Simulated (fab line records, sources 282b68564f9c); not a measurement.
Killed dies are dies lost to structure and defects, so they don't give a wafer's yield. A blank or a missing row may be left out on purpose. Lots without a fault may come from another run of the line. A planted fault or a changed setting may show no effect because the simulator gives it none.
fab line records | flow rit_cmos
record lots=6 wafers=18 last_day=7
route steps=202 shown PRETRO@69 GATE@75 FOX2@80 M1@202
lots that met no fault: from a run of the same line without faults
start_h: hours from the record's first day to the start of the lot's first wafer shown | wait_h: hours since the lot's step before | " the same as in the row above | L1.1+2: a row that stands for several wafers | - no value, or no start given | * or withheld: withheld | < > ~ a bound
route shown NAME@n: a module of which the file shows steps, and the number in the route of the first | usual: mean/standard deviation of fault-free wafers | same: alike in all rows | chamber/n: place in a boat | sites: the reading at each site | _std_site: their standard deviation | _edge_site: outer sites' mean less inner sites' | radius_mm: how far each site lies from the wafer's centre | mask NAME#n: copy n | behind: the tool/chamber that last shaped the wafer | hold: why the lot was held/for how many hours/how that ended | device: the transistor (n, p or np) that didn't switch | end of line: the same wafers' tests at the end of the route | a step without rows: its recipe alone | killed: dies lost to structure and defects at the first sort, not the wafer's yield | map: a wafer's dies, x killed, . not, _ none there
set.NAME: the setting as run; set.NAME@STEP: as run at that earlier step | model.NAME: the simulator's own value behind a step, which no gauge read
lots at some steps of the route; a table a step, a row a wafer
services: from which hour (start_h, from the record's first day; less than 0 if before it) a tool's chamber was out of use, for how many hours, and why
## steps
# step RIT_PRETRO_DEVELOP_05
# recipe resist=NOVOLAK develop_time_s=68 dev_temp_c=23
# step RIT_PRETRO_OVL_MEAS_06
# usual PRETRO_OVL=-0.3/1.4
# columns lot.wafer tool chamber start_h wait_h PRETRO_OVL[nm]
L877.2 overlay-01 - 36.36 - 0.3
L877.4 " - " " 1.4
L877.6 " - " " -1.4
L893.1 overlay-01 - 116.77 - -0.2
L893.4 " - " " 1.3
L893.5 " - " " -1.3
L894.1 overlay-02 - 121.58 - 0.2
L894.2 " - " " -0.2
L894.6 " - " " -0.1
L895.2 overlay-02 - 125.97 - -1.3
L895.3 " - " " -0.5
L895.4 " - " " -0.9
L898.3 overlay-02 - 141.84 - -0.5
L898.5 " - " " -1.4
L898.6 " - " " -0.7
L899.4 overlay-01 - 145.79 - -1.8
L899.5 " - " " 0.0
L899.6 " - " " -0.8
# step RIT_PRETRO_HARDBAKE_07
# recipe resist=NOVOLAK temp_c=140 time_s=120
# step RIT_PRETRO_IMPLANT_08
# recipe species=B energy_kev=45 dose_cm2=1.2e+13 tilt_deg=7
# step RIT_PRETRO_STRIP_09
# recipe chemistry=O2 time_s=180 resist=NOVOLAK platen_temp_c=withheld power_w=500 pressure_mtorr=4000 o2_flow_sccm=4000
# usual drypump_motor_current_A=5.5/0.46 o2_flow_sccm=4000/11
# columns lot.wafer tool chamber start_h wait_h drypump_motor_current_A o2_flow_sccm rf_hours_counter_h
L877.2 plasma_asher-03 1 36.79 0.1 5.7 3998 24
L877.4 " 0 " " 6.0 3990 -
L877.6 " 1 " " 5.7 3999 -
L893.1 plasma_asher-03 0 117.21 0.1 6.0 4004 31
L893.4 " 0 " " 6.0 3985 -
L893.5 " 0 " " 6.0 3989 -
L894.1 plasma_asher-04 1 122.02 0.1 5.2 3986 0
L894.2 " 0 " " 4.8 3996 0
L894.6 " 1 " " 5.2 4005 -
L895.2 plasma_asher-04 0 126.40 0.1 4.8 4004 1
L895.3 " 1 " " 5.2 4005 -
L895.4 " 0 " " 4.8 4009 -
L898.3 plasma_asher-01 1 142.32 0.1 6.0 3988 -
L898.5 " 0 " " 5.1 3985 -
L898.6 " 1 " " 6.0 3974 -
L899.4 plasma_asher-04 0 146.27 0.1 4.8 3991 -
L899.5 " 1 " " 5.2 3985 -
L899.6 " 0 " " 4.8 3986 -
# step RIT_PRETRO_TW_MEAS_10
# usual PRETRO_TW=479/7.6
# columns lot.wafer tool chamber start_h wait_h PRETRO_TW
L877.2 film_metro-03 - 36.98 0.1 485
L877.4 " - " " 489
L877.6 " - " " 488
L893.1 film_metro-04 - 117.39 0.1 483
L893.4 " - " " 485
L893.5 " - " " 484
L894.1 film_metro-03 - 122.19 0.1 491
L894.2 " - " " 488
L894.6 " - " " 490
L895.2 film_metro-04 - 126.59 0.1 483
L895.3 " - " " 483
L895.4 " - " " 483
L898.3 film_metro-03 - 142.46 0.1 490
L898.5 " - " " 489
L898.6 " - " " 491
L899.4 film_metro-04 - 146.41 0.1 480
L899.5 " - " " 481
L899.6 " - " " 482
# step RIT_GATE_WET_ETCH_00
# recipe chemistry=BOE target=SiO2 target_depth_nm=56 time_s=60 dry=n2_spin dilution=10:1 temp_c=21.5
# step RIT_GATE_CLEAN_01
# recipe chemistry=SC1 mix=3:3:50 time_s=600 temp_c=75
# step RIT_GATE_CLEAN_02
# recipe chemistry=dHF dilution=50:1 time_s=30
# step RIT_GATE_CLEAN_03
# recipe chemistry=SC2 mix=3:3:50 time_s=600 temp_c=75 dry=n2_spin
# step RIT_GATE_CLEAN_04
# recipe chemistry=dHF dilution=50:1 time_s=60 dry=n2_spin
# step RIT_FOX2_THK_MEAS_91
# recipe reads=SiO2_of_FOX2_OXIDATION_00
# usual FIELD_OXIDE_LEFT_2_THK=257/6.1
# columns lot.wafer tool chamber start_h wait_h FIELD_OXIDE_LEFT_2_THK[nm]
L877.2 film_metro-02 - 37.46 0.0 255
L877.4 " - " " 259
L877.6 " - " " 254
L893.1 film_metro-01 - 117.92 0.1 260
L893.4 " - " " 258
L893.5 " - " " 261
L894.1 film_metro-01 - 122.67 0.0 243
L894.2 " - " " 245
L894.6 " - " " 245
L895.2 film_metro-03 - 127.06 0.0 259
L895.3 " - " " 260
L895.4 " - " " 260
L898.3 film_metro-02 - 142.93 0.0 252
L898.5 " - " " 257
L898.6 " - " " 250
L899.4 film_metro-02 - 146.91 0.0 253
L899.5 " - " " 249
L899.6 " - " " 252
# step RIT_GATE_OXIDATION_05
# recipe temp_c=900 ambient=O2 target_thk_a=30 ox_time_s=270
# usual spike_tc_centre_C=902.0/1.2 spike_tc_load_C=926.5/2.2 spike_tc_source_C=923.7/1.9 zone_power_load_pct=25.8/0.38
# columns lot.wafer tool chamber start_h wait_h spike_tc_centre_C spike_tc_load_C spike_tc_source_C zone_power_load_pct model.SiO2_of_GATE_OXIDATION_05.thk_nm
L877.2 furnace-01 0 37.51 0.0 903.0 923.6 923.1 25.8 2.983
L877.4 " 0 " " 900.3 924.9 924.7 25.7 3.036
L877.6 " 0 " " 902.0 925.0 922.8 25.7 3
L893.1 furnace-02 0 118.72 0.8 901.8 926.3 924.3 25.6 3.024
L893.4 " 0 " " 902.0 928.6 927.8 25.3 2.985
L893.5 " 0 " " 902.5 927.3 925.5 25.7 2.973
L894.1 furnace-02 0 122.73 0.1 883.5 909.8 911.3 24.5 2.394
L894.2 " 0 " " 885.2 911.3 908.8 24.7 2.335
L894.6 " 0 " " 884.8 912.5 910.8 24.8 2.412
L895.2 furnace-01 0 127.11 0.0 903.1 924.6 922.0 25.3 3.072
L895.3 " 0 " " 900.9 923.1 920.2 26.2 3.081
L895.4 " 0 " " 901.2 924.2 922.5 25.6 3.047
L898.3 furnace-02 0 142.97 0.0 885.6 910.6 911.7 24.8 2.481
L898.5 " 0 " " 884.7 911.7 910.7 24.6 2.445
L898.6 " 0 " " 884.2 908.9 910.0 24.5 2.464
L899.4 furnace-04 0 147.05 0.1 901.7 929.2 921.0 25.8 3.057
L899.5 " 0 " " 904.2 928.5 923.0 26.1 3.03
L899.6 " 0 " " 902.1 930.1 921.5 26.5 3.009
# step RIT_GATE_ANNEAL_06
# recipe temp_c=900 time_s=600 ambient=N2O
# step RIT_GATE_THK_MEAS_07
# recipe reads=SiO2_of_GATE_OXIDATION_05
# usual GATE_OXIDE_THK=3.03/0.064
# columns lot.wafer tool chamber start_h wait_h GATE_OXIDE_THK[nm]
L877.2 film_metro-01 - 38.84 0.0 2.99
L877.4 " - " " 2.98
L877.6 " - " " 3.00
L893.1 film_metro-01 - 121.11 0.0 3.02
L893.4 " - " " 3.01
L893.5 " - " " 2.95
L894.1 film_metro-01 - 124.05 0.0 2.41
L894.2 " - " " 2.33
L894.6 " - " " 2.43
L895.2 film_metro-01 - 128.45 0.0 3.07
L895.3 " - " " 3.11
L895.4 " - " " 2.99
L898.3 film_metro-03 - 144.32 0.0 2.51
L898.5 " - " " 2.49
L898.6 " - " " 2.47
L899.4 film_metro-02 - 148.55 0.0 3.08
L899.5 " - " " 3.00
L899.6 " - " " 2.98
# step RIT_GATE_CVD_08
# recipe material=poly-Si target_thk_nm=250 temp_c=610 precursor=SiH4 time_s=2220 pressure_mtorr=300 sih4_flow_sccm=100
# step RIT_M1_PROBE_99
# usual killed_at_contacts=0.1/0.24 killed_at_front_end=6.8/2.8 killed_dies=6.9/2.8 killed_open=3.3/1.9 killed_short=3.5/1.8
# same gross_dies=264 killed_at_M0_to_M3=0 killed_at_M4_up=0 killed_at_back_side=0 killed_at_other=0
# columns lot.wafer tool chamber start_h wait_h killed_at_contacts killed_at_front_end killed_dies killed_open killed_short model.etest.pmos_0p3.r_on_ohm_um model.etest.pmos_turned.r_on_ohm_um model.etest.pmos_0p15.r_on_ohm_um model.etest.nmos_0p3.r_on_ohm_um model.etest.nmos_0p15.drive_ua_um model.etest.nmos_0p15.r_on_ohm_um model.etest.nmos_narrow.drive_ua_um model.etest.nmos_0p3.drive_ua_um
L877.2 prober-02 - 63.09 0.1 0 6 6 3 3 6329 3529 2793 2125 473.9 1112 227.8 229.8
L877.4 prober-02 - 63.19 0.2 0 5 5 3 2 6418 3524 2805 2174 472.9 1126 226.6 225.4
L877.6 prober-02 - 63.29 0.2 0 4 4 2 2 6334 3570 2831 2137 467.9 1127 225.1 226.3
L893.1 prober-02 - 145.29 0.1 0 10 10 5 5 6102 3148 2540 2129 488.1 1071 227.9 226.3
L893.4 prober-02 - 145.44 0.2 0 10 10 4 6 6078 3225 2630 2148 477.2 1137 230.9 227.2
L893.5 prober-02 - 145.49 0.2 0 7 7 4 3 5998 3135 2514 2112 488.8 1078 232.5 229.7
L894.1 prober-02 - 148.39 0.1 0 8 8 4 4 5413 3151 2500 1864 557.2 991.8 292.6 284.1
L894.2 prober-02 - 148.44 0.1 0 5 5 1 4 - - - - - - - -
L894.6 prober-02 - 148.64 0.2 1 6 7 3 2 - - - - - - - -
L895.2 prober-01 - 153.50 0.1 0 5 5 3 2 6457 3551 2844 2198 466.7 1128 223 219.6
L895.3 prober-01 - 153.55 0.2 0 5 5 4 1 6560 3544 2832 2174 462.4 1093 217.9 214.9
L895.4 prober-01 - 153.60 0.2 0 4 4 1 3 6363 3473 2776 2144 475.2 1108 222.8 219.7
L898.3 prober-02 - 168.25 0.2 0 4 4 2 2 5570 3373 2672 1996 528.2 1141 281.8 278.9
L898.5 prober-02 - 168.35 0.2 0 13 13 6 7 5493 3293 2661 1986 524.8 1152 284.1 282.9
L898.6 prober-02 - 168.40 0.2 0 7 7 4 3 5442 3217 2568 1935 525.3 1086 284.7 280
L899.4 prober-01 - 173.48 0.2 0 6 6 1 5 6369 3363 2707 2204 462.5 1138 225.4 219.3
L899.5 prober-01 - 173.53 0.2 0 7 7 2 5 6307 3449 2802 2220 454.4 1186 226.9 222.6
L899.6 prober-01 - 173.58 0.2 0 7 7 4 3 6213 3352 2678 2146 463.9 1138 229.4 224.2
# killed by level:class
L877.2 GATE:geometric_particle:open=2 GATE:geometric_particle:short=1 REOX:geometric_particle:short=1 REOX:geometric_particle:open=1 SPACER:geometric_particle:short=1
L877.4 GATE:geometric_particle:open=3 REOX:geometric_particle:short=1 SPACER:geometric_particle:short=1
L877.6 FOX1:geometric_particle:open=1 GATE:geometric_particle:short=1 GATE:geometric_particle:open=1 REOX:geometric_particle:short=1
L893.1 GATE:geometric_particle:short=2 GATE:geometric_particle:open=2 SPACER:geometric_particle:open=2 FOX1:geometric_particle:short=1 FOX2:geometric_particle:short=1 REOX:geometric_particle:open=1 SPACER:geometric_particle:short=1
L893.4 FOX2:geometric_particle:short=2 GATE:geometric_particle:open=2 SPACER:geometric_particle:short=2 GATE:geometric_particle:short=1 REOX:geometric_particle:short=1 SPACER:geometric_particle:open=1 SILICIDE:geometric_particle:open=1
L893.5 GATE:geometric_particle:open=2 SPACER:geometric_particle:short=2 FOX1:geometric_particle:short=1 FOX2:geometric_particle:open=1 REOX:geometric_particle:open=1
L894.1 FOX1:geometric_particle:short=2 FOX2:geometric_particle:open=2 GATE:geometric_particle:open=2 GATE:geometric_particle:short=2
L894.2 GATE:geometric_particle:short=2 GATE:geometric_particle:open=1 REOX:geometric_particle:short=1 SILICIDE:geometric_particle:short=1
L894.6 PSD:coat_microbubble_printed=2 FOX2:geometric_particle:open=1 REOX:geometric_particle:open=1 SPACER:geometric_particle:short=1 SILICIDE:geometric_particle:open=1 CONTACT:geometric_particle:short=1
L895.2 FOX1:geometric_particle:short=2 FOX2:geometric_particle:open=1 REOX:geometric_particle:open=1 SPACER:geometric_particle:open=1
L895.3 FOX1:geometric_particle:open=1 GATE:geometric_particle:short=1 GATE:geometric_particle:open=1 SPACER:geometric_particle:open=1 SILICIDE:geometric_particle:open=1
L895.4 GATE:geometric_particle:short=2 FOX1:geometric_particle:short=1 GATE:geometric_particle:open=1
L898.3 GATE:geometric_particle:open=2 GATE:geometric_particle:short=1 SILICIDE:geometric_particle:short=1
L898.5 GATE:geometric_particle:open=3 FOX2:geometric_particle:short=2 REOX:geometric_particle:short=2 FOX1:geometric_particle:open=1 FOX1:geometric_particle:short=1 GATE:geometric_particle:short=1 SPACER:geometric_particle:open=1 SILICIDE:geometric_particle:open=1
L898.6 REOX:geometric_particle:short=3 FOX1:geometric_particle:open=2 REOX:geometric_particle:open=1 SPACER:geometric_particle:open=1
L899.4 SPACER:geometric_particle:short=2 FOX1:geometric_particle:short=1 GATE:geometric_particle:short=1 REOX:geometric_particle:short=1 SPACER:geometric_particle:open=1
L899.5 REOX:geometric_particle:short=2 FOX2:geometric_particle:short=1 GATE:geometric_particle:open=1 GATE:geometric_particle:short=1 SPACER:geometric_particle:short=1 SILICIDE:geometric_particle:open=1
L899.6 FOX2:geometric_particle:open=2 FOX1:geometric_particle:short=1 FOX2:geometric_particle:short=1 SPACER:geometric_particle:short=1 SPACER:geometric_particle:open=1 SILICIDE:geometric_particle:open=1
## services
# columns tool chamber start_h hours kind
plasma_asher-01 - 22.10 1.8 repair
furnace-04 - 72.60 4.2 pm
plasma_asher-03 - 74.96 24.9 pm
plasma_asher-01 - 85.33 2.8 pm
plasma_asher-04 - 108.75 9.0 pm
plasma_asher-04 0 108.75 9.0 vent_cycle
plasma_asher-04 1 108.75 9.0 vent_cycle
plasma_asher-04 0 117.75 - clean
plasma_asher-04 1 117.75 - clean
plasma_asher-03 - 142.42 14.6 pm
## key
first_sign step=RIT_GATE_OXIDATION_05 reading=spike_tc_centre_C direction=down sigmas=14 usual=902.0 struck=884.7
effect step=RIT_GATE_OXIDATION_05 reading=spike_tc_load_C direction=down sigmas=7.1 usual=926.5 struck=910.8
effect step=RIT_GATE_THK_MEAS_07 reading=GATE_OXIDE_THK direction=down sigmas=9.2 usual=3.03 struck=2.44
model_effect step=RIT_GATE_OXIDATION_05 value=SiO2_of_GATE_OXIDATION_05.thk_nm without=2.971 struck=2.422
model_effect step=RIT_M1_PROBE_99 value=etest.pmos_0p3.r_on_ohm_um without=6403 struck=5480
met_at RIT_GATE_OXIDATION_05
struck_wafers L894.1,L894.2,L894.6,L898.3,L898.5,L898.6
tester_left_out L894,L898
onset_between 118.72 122.73
fault kind=process_parameter_drift tool=furnace-02 chamber=- onset_h=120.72 steps=RIT_GATE_OXIDATION_05 channel=temp_c offset=* shape=step end_h=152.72 acts_in=* stated=*
# tester_left_out: of these lots the tester's yield and bins aren't shown, on N5 and GAA mostly nor the transistor test; their killed dies are dies lost to structure and defects alone, not to doping, threshold or leakage, so they don't give the yield
